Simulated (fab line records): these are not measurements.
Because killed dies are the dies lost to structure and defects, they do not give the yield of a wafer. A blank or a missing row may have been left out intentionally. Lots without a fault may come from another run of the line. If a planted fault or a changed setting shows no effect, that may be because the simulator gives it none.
What tool caused it? | flow berkeley_cmos170 | 39 wafers from 13 lots sampled at 5 of the route's 331 steps

== WHAT EACH GAUGE READ, for each wafer ==
UCB170_PWELL_OVL_MEAS_13. Usual: for PWELL_OVL the level is -2 nm and the standard deviation is 6.2.
lot  | measured    | on         | PWELL_OVL (nm) | flag
L243 | day 3 11:52 | overlay-01 | 7 7 14         |
L242 | day 3 12:08 | overlay-02 | 1 4 2          |
L248 | day 4 12:11 | overlay-01 | 3 -1 -3        |
L249 | day 4 20:16 | overlay-01 | 2 5 5          |
L252 | day 5 06:36 | overlay-01 | -7 -7 -4       |
L251 | day 5 06:42 | overlay-02 | 0 -8 3         |
L254 | day 6 01:18 | overlay-01 | -4 -7 -7       |
L255 | day 6 01:24 | overlay-02 | 5 -4 -3        |
L257 | day 6 17:49 | overlay-02 | -2 -12 -4      |
L256 | day 6 18:02 | overlay-01 | 0 -3 -1        |
L259 | day 7 09:08 | overlay-01 | -7 -5 -6       |
L262 | day 7 22:49 | overlay-01 | 2 1 -2         |
L265 | day 8 04:49 | overlay-02 | -9 -3 2        |

UCB170_FIELD_THK_MEAS_90. Usual: for FIELD_OXIDE_LEFT_1_THK the level is 444 nm and the standard deviation is 10.
lot  | measured     | on            | FIELD_OXIDE_LEFT_1_THK (nm) | flag
L243 | day 6 00:14  | film_metro-01 | 447 448 445                 |
L242 | day 6 00:14  | film_metro-02 | 438 435 423                 |
L248 | day 7 03:41  | film_metro-02 | 455 452 452                 |
L249 | day 7 11:35  | film_metro-03 | 431 430 431                 |
L252 | day 7 21:09  | film_metro-03 | 448 446 446                 |
L251 | day 7 21:07  | film_metro-01 | 445 452 449                 |
L254 | day 8 11:29  | film_metro-01 | 464 456 458                 |
L255 | day 8 11:29  | film_metro-02 | 425 432 433                 |
L257 | day 9 08:14  | film_metro-02 | 434 437 437                 |
L256 | day 9 08:13  | film_metro-01 | 440 440 436                 |
L259 | day 10 04:54 | film_metro-03 | 439 444 441                 |
L262 | day 10 09:40 | film_metro-02 | 452 450 454                 |
L265 | day 10 09:42 | film_metro-02 | 436 453 434                 |

UCB170_V2_THK_MEAS_04. Usual: for V2_POLISHED_THK the level is 999.7 nm and the standard deviation is 1.1.
lot  | measured     | on            | V2_POLISHED_THK (nm) | flag
L243 | day 9 06:01  | film_metro-02 | 998.3 1001.5 1001.7  |
L242 | day 9 07:43  | film_metro-04 | 999.4 999.2 999.9    |
L248 | day 10 07:17 | film_metro-03 | 1000.7 999.6 998.6   |
L249 | day 10 19:15 | film_metro-02 | 999.5 999.7 1001.8   |
L252 | day 11 04:51 | film_metro-03 | 998.6 1000.5 999.1   |
L251 | day 11 05:22 | film_metro-02 | 1000.7 1000.1 1000.2 |
L254 | day 11 16:31 | film_metro-03 | 999.9 1000.5 1003.0  |
L255 | day 11 19:10 | film_metro-03 | 999.1 1002.1 998.0   |
L257 | day 12 11:33 | film_metro-04 | 1000.2 999.8 999.2   |
L256 | day 12 10:39 | film_metro-04 | 998.3 1000.1 999.9   |
L259 | day 13 05:40 | film_metro-02 | 1000.6 997.0 999.4   |
L262 | day 13 17:58 | film_metro-02 | 998.9 1000.1 998.3   |
L265 | day 13 16:53 | film_metro-02 | 999.1 999.6 998.7    |

== WHAT TOOL EACH LOT RAN ON (gives the tool, then ch and the chambers of the sampled wafers, and finally the start) ==
lot  | UCB170_V1_ETCH_14                  | UCB170_V1_STRIP_15
L243 | rie_diel-01 ch 0,2, day 9 01:40    | plasma_asher-03 ch 0,1, day 9 01:50
L242 | rie_diel-01 ch 0,2,3, day 9 03:33  | plasma_asher-03 ch 0,1, day 9 03:44
L248 | rie_diel-04 ch 0,1, day 10 02:21   | plasma_asher-02 ch 0,1, day 10 02:32
L249 | rie_diel-03 ch 0,2, day 10 15:33   | plasma_asher-03 ch 0,1, day 10 15:43
L252 | rie_diel-03 ch 1,3, day 11 00:43   | plasma_asher-03 ch 0,1, day 11 00:55
L251 | rie_diel-04 ch 1,2,3, day 11 01:34 | plasma_asher-01 ch 0,1, day 11 01:44
L254 | rie_diel-04 ch 0,1,3, day 11 08:58 | plasma_asher-03 ch 0,1, day 11 09:08
L255 | rie_diel-01 ch 1,2, day 11 14:45   | plasma_asher-01 ch 0,1, day 11 14:56
L257 | rie_diel-01 ch 0,1, day 12 07:53   | plasma_asher-01 ch 0,1, day 12 08:03
L256 | rie_diel-04 ch 1,2,3, day 12 06:48 | plasma_asher-02 ch 1, day 12 06:58
L259 | rie_diel-03 ch 2,3, day 12 23:53   | plasma_asher-03 ch 0,1, day 13 00:04
L262 | rie_diel-03 ch 1,2,3, day 13 13:49 | plasma_asher-01 ch 0,1, day 13 14:02
L265 | rie_diel-03 ch 2,3, day 13 12:40   | plasma_asher-03 ch 0,1, day 13 12:51
- UCB170_V1_ETCH_14: etches SiO2 in CHF3/CF4/Ar, stops on Al, target depth 1250 nm, time 291 s.
- UCB170_V1_STRIP_15: strips in O2.

== WHAT THE TOOLS THEMSELVES READ (means of the sampled wafers that have a number; where no wafer has one, the mark that the record gives instead) ==
UCB170_V1_ETCH_14. Usual: drypump_motor_current_A 5.9 A, standard deviation 0.48; oes_product_au 0.870 a.u., standard deviation 0.0097; run_length_s 319.5 s, standard deviation 0.38; throttle_valve_pct 6.95 %, standard deviation 0.13.
lot  | tool        | drypump_motor_current_A (A) | oes_product_au (a.u.) | run_length_s (s) | throttle_valve_pct (%) | flag
L243 | rie_diel-01 | 6.1                         | 0.867                 | 319.8            | 6.77                   |
L242 | rie_diel-01 | 6.0                         | 0.868                 | 319.5            | 6.84                   |
L248 | rie_diel-04 | 5.9                         | 0.871                 | 319.6            | 7.04                   |
L249 | rie_diel-03 | 5.5                         | 0.877                 | 319.7            | 7.01                   |
L252 | rie_diel-03 | 6.0                         | 0.866                 | 319.5            | 6.98                   |
L251 | rie_diel-04 | 6.1                         | 0.877                 | 319.3            | 7.01                   |
L254 | rie_diel-04 | 5.8                         | 0.880                 | 319.4            | 7.05                   |
L255 | rie_diel-01 | 5.5                         | 0.876                 | 319.6            | 6.79                   |
L257 | rie_diel-01 | 5.8                         | 0.884                 | 319.8            | 6.82                   |
L256 | rie_diel-04 | 6.0                         | 0.860                 | 333.8            | 7.01                   | OFF
L259 | rie_diel-03 | 5.8                         | 0.859                 | 319.1            | 6.93                   |
L262 | rie_diel-03 | 6.0                         | 0.861                 | 319.2            | 6.96                   |
L265 | rie_diel-03 | 6.1                         | 0.854                 | 319.6            | 6.93                   |

UCB170_V1_STRIP_15. Usual: drypump_motor_current_A 5.6 A, standard deviation 0.5; oes_product_au 0.721 a.u., standard deviation 0.0047; strip_time_to_endpoint_s 15.37 s, standard deviation 0.12.
lot  | tool            | drypump_motor_current_A (A) | oes_product_au (a.u.) | strip_time_to_endpoint_s (s) | flag
L243 | plasma_asher-03 | 5.3                         | 0.726                 | 15.33                        |
L242 | plasma_asher-03 | 5.6                         | 0.720                 | 15.18                        |
L248 | plasma_asher-02 | 5.2                         | 0.722                 | 15.37                        |
L249 | plasma_asher-03 | 5.3                         | 0.718                 | 15.25                        |
L252 | plasma_asher-03 | 5.3                         | 0.720                 | 15.40                        |
L251 | plasma_asher-01 | 6.3                         | 0.722                 | 15.29                        |
L254 | plasma_asher-03 | 5.3                         | 0.725                 | 15.37                        |
L255 | plasma_asher-01 | 6.2                         | 0.724                 | 15.51                        |
L257 | plasma_asher-01 | 6.3                         | 0.722                 | 15.43                        |
L256 | plasma_asher-02 | 5.8                         | 0.719                 | 15.12                        |
L259 | plasma_asher-03 | 5.3                         | 0.719                 | 15.30                        |
L262 | plasma_asher-01 | 6.2                         | 0.722                 | 15.35                        |
L265 | plasma_asher-03 | 5.3                         | 0.723                 | 15.31                        |

== THE ANSWER, worked out from the rows above alone ==
Rule: take the mean of a lot's wafers that have a number; if it is more than 3 standard deviations from the usual mean, the lot is off. A lot without any number at a reading at which 4 lots or more have one is off too. Where the step has rows for the other lots, those lots are counted as sound. First the gauges in route order, then the tools' own readings, where a lot's mean is used as printed above. The first step at which some lot is off is used, and at that step the reading that is off furthest; a lot without a number counts as furthest.
Off, at UCB170_V1_ETCH_14 on run_length_s: L256.
A tool fits if, at that step or a process step before it, it ran every lot that is off, and no sound lot after the first of them. One fits: UCB170_V1_ETCH_14 on rie_diel-04. A fault onset in the window from L254 (day 11 08:58, its last sound lot) to L256 (day 12 06:48, its first lot off) fits.
The tool's own readings at UCB170_V1_ETCH_14 bear it out: on the lots that are off they differ by more than 5 times the standard deviation of the sound lots' means. run_length_s reads 333.8 s there against 319.5 s on the sound lots.

== WHAT WAS PUT IN BY THE SIMULATOR ==
rie_diel-04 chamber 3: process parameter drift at UCB170_V1_ETCH_14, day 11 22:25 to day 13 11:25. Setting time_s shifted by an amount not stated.
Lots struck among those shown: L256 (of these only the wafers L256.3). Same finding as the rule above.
